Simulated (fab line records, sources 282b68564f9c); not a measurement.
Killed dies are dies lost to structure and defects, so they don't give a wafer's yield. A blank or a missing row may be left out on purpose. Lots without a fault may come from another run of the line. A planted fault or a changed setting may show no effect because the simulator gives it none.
One fault seen from 2 desks | flow rit_cmos | each desk has only its own numbers; what lay behind them comes last

THE METROLOGY DESK
What the gauges read, lot by lot, whatever tool the lot ran on: means of the sampled wafers that have a number. A lot is out of limits, marked OUT, if its mean lies more than 4 standard deviations from the usual mean; the brackets give that distance.
Columns: A = GATE_POLY_THK at RIT_GATE_THK_MEAS_09, usual 260.7 nm; B = cd_nm at RIT_CONTACT_CD_MEAS_08, usual 1000.8 nm; C = CONTACT_OVL at RIT_CONTACT_OVL_MEAS_09, usual 0.1 nm
lot  | first seen here | A               | B      | C
L248 | day 2 14:50     | 260.3           | 1004.0 | 0.6
L249 | day 2 16:42     | 258.3           | 998.7  | 1.3
L250 | day 2 23:41     | 265.7           | 999.9  | 0.9
L251 | day 3 02:55     | 261.7           | 1003.1 | 2.1
L252 | day 3 09:35     | 260.7           | 1001.7 | -0.4
L256 | day 4 03:11     | 259.9           | 1001.7 | -1.8
L257 | day 4 09:22     | 257.5           | 1001.3 | 0.5
L258 | day 4 13:29     | 257.1           | 999.6  | 1.4
L259 | day 4 18:41     | 262.1           | 998.5  | 1.1
L260 | day 4 23:04     | 351.0 (+36) OUT | -      | -
L262 | day 5 10:26     | 349.0 (+35) OUT | -      | -
L263 | day 5 14:43     | 346.8 (+34) OUT | -      | -
L268 | day 6 17:05     | 262.3           | 1003.4 | -2.3
L269 | day 6 20:28     | 256.5           | 1001.1 | -0.0
L271 | day 7 05:55     | 263.3           | 1001.4 | -0.8
This desk's finding: out of limits on L260, L262, L263; first on L260, day 4 23:04 (GATE_POLY_THK at RIT_GATE_THK_MEAS_09). In limits: L248, L249, L250, L251, L252, L256, L257, L258, L259, L268, L269, L271.

THE TOOL OWNER'S DESK: lpcvd-02
The tool's own readings at RIT_GATE_CVD_08 (deposits poly-Si from SiH4, target thk 250 nm, time 2314 s): means of the sampled wafers that have a number, for each lot that ran on this tool. A lot is out of limits, marked OUT, if its mean lies more than 4 standard deviations from the usual mean; the brackets give that distance.
Columns: A = spike_tc_load_C at RIT_GATE_CVD_08, usual 629 C
lot  | first seen here | A
L249 | day 2 15:05     | 632
L252 | day 3 07:58     | 631
L257 | day 4 07:44     | 628
L258 | day 4 11:52     | 632
L260 | day 4 21:26     | 632
L262 | day 5 08:49     | 631
L263 | day 5 13:05     | 632
This desk's finding: nothing out of limits on any of the 7 lots.

PUT TOGETHER
The metrology desk could have raised an alarm at day 4 23:04, on L260, L262, L263.
The tool owner's desk saw nothing out of limits.
The tool owner's desk has L260, L262, L263 on record, within its limits.
Of the lots named, all ran RIT_GATE_CVD_08 on lpcvd-02.

WHAT THE SIMULATOR HAD PUT IN
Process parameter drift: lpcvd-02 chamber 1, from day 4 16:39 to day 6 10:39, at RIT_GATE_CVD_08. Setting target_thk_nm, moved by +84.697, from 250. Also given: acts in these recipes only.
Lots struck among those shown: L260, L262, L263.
Hours from the fault's start to each desk's first reading out of limits: the metrology desk, 6.
